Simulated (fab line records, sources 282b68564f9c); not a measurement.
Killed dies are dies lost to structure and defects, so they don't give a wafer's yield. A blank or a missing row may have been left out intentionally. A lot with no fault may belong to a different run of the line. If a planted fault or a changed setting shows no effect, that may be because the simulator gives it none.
Problem report in the 8D (eight disciplines) form, filled by code || flow rit_cmos || the parts of the form that need people (team, actions taken, sign-off) are left out

1. THE PROBLEM
Across 9 wafers from 3 lots, PSD_OVL at RIT_PSD_OVL_MEAS_06 averages 3536.7 nm, while fault-free wafers read 0.0 nm with a standard deviation of 1.3. So: +99 or more standard deviations from the usual mean.
The first sign was on wafer L676.3 at day 4 16:55, on overlay-01. The record has a number at this step for 45 wafers belonging to 15 lots. The rule behind "out" and "out of limits": a value lying over 4 standard deviations away from the usual mean. Any other wafer with a number is counted as sound.

2. WHAT IT IS, AND WHAT IT ISN'T
{"question": "which readings at this step", "is": "PSD_OVL", "is not": "-"}
{"question": "which lots", "is": "L676, L680, L681", "is not": "L668, L669, L670, L671, L672, L673, L674, L682, L683, L687, L688, L689"}
{"question": "which wafers of those lots", "is": "all that have a number", "is not": "-"}
{"question": "read on which gauges", "is": "overlay-01, overlay-02", "is not": "-"}
{"question": "when", "is": "from day 4 16:55", "is not": "up to then (21 sound wafers); but 15 sound wafers of L682, L683, L687, L688, L689 came after"}

3. THE SUSPECTS, EACH WITH WHAT RULES IT OUT
Counting: a tool at any process step up to the reading remains a suspect when it ran all the lots that are out and ran no sound lot after the first of those.
- the gauge at RIT_PSD_OVL_MEAS_06 is ruled out. The wafers that are out were read on 2 gauges (overlay-01, overlay-02).
- iline_stepper-01 at RIT_PSD_EXPOSE_03 (exposes mask M10, target cd 40900 nm): kept. It ran every lot that is out, first L676 (day 4 16:33), and no sound lot after that; its last sound lot up to then is L672 (day 3 20:46).
Remaining after the count: iline_stepper-01 at RIT_PSD_EXPOSE_03.

4. THE CAUSE (what the simulator had put in)
Scanner matching overlay: iline_stepper-01, from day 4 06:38 on, at RIT_PSD_EXPOSE_03. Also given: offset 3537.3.
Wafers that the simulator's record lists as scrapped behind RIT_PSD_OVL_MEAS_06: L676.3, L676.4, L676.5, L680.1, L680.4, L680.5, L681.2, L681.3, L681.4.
Only this tool survived the counting.

5. SEQUENCE OF EFFECTS, ordered by route
Each row: a reading where the mean over the struck wafers with a number is more than 3 standard deviations away from the usual. Only readings whose record carries a usual standard deviation are examined. hours: median over the lots of the time between each lot's start at the first step of this table that gives one and its start at this step. sigmas: the change, counted in usual standard deviations.
{"hours": 0, "step": "RIT_PSD_OVL_MEAS_06", "reading": "PSD_OVL", "usual": "0.0 nm", "on struck wafers": 3536.7, "change": "+3536.7", "sigmas": "+99 or more"}

6. HOW IT WOULD HAVE BEEN CAUGHT EARLIER
The first out-of-limits reading at a measuring or inspecting step in this record came at day 4 16:55, 10 hours after the fault's start at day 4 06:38.
An alarm limit of 4 standard deviations would not have fired on the tool readings at RIT_PSD_EXPOSE_03 for which the record gives a usual standard deviation, since none of them was out on any struck wafer.
Lots out: 3; of these, L680, L681 started RIT_PSD_EXPOSE_03 on iline_stepper-01 after day 4 16:55. A hold on the tool at that time would have spared those 2.
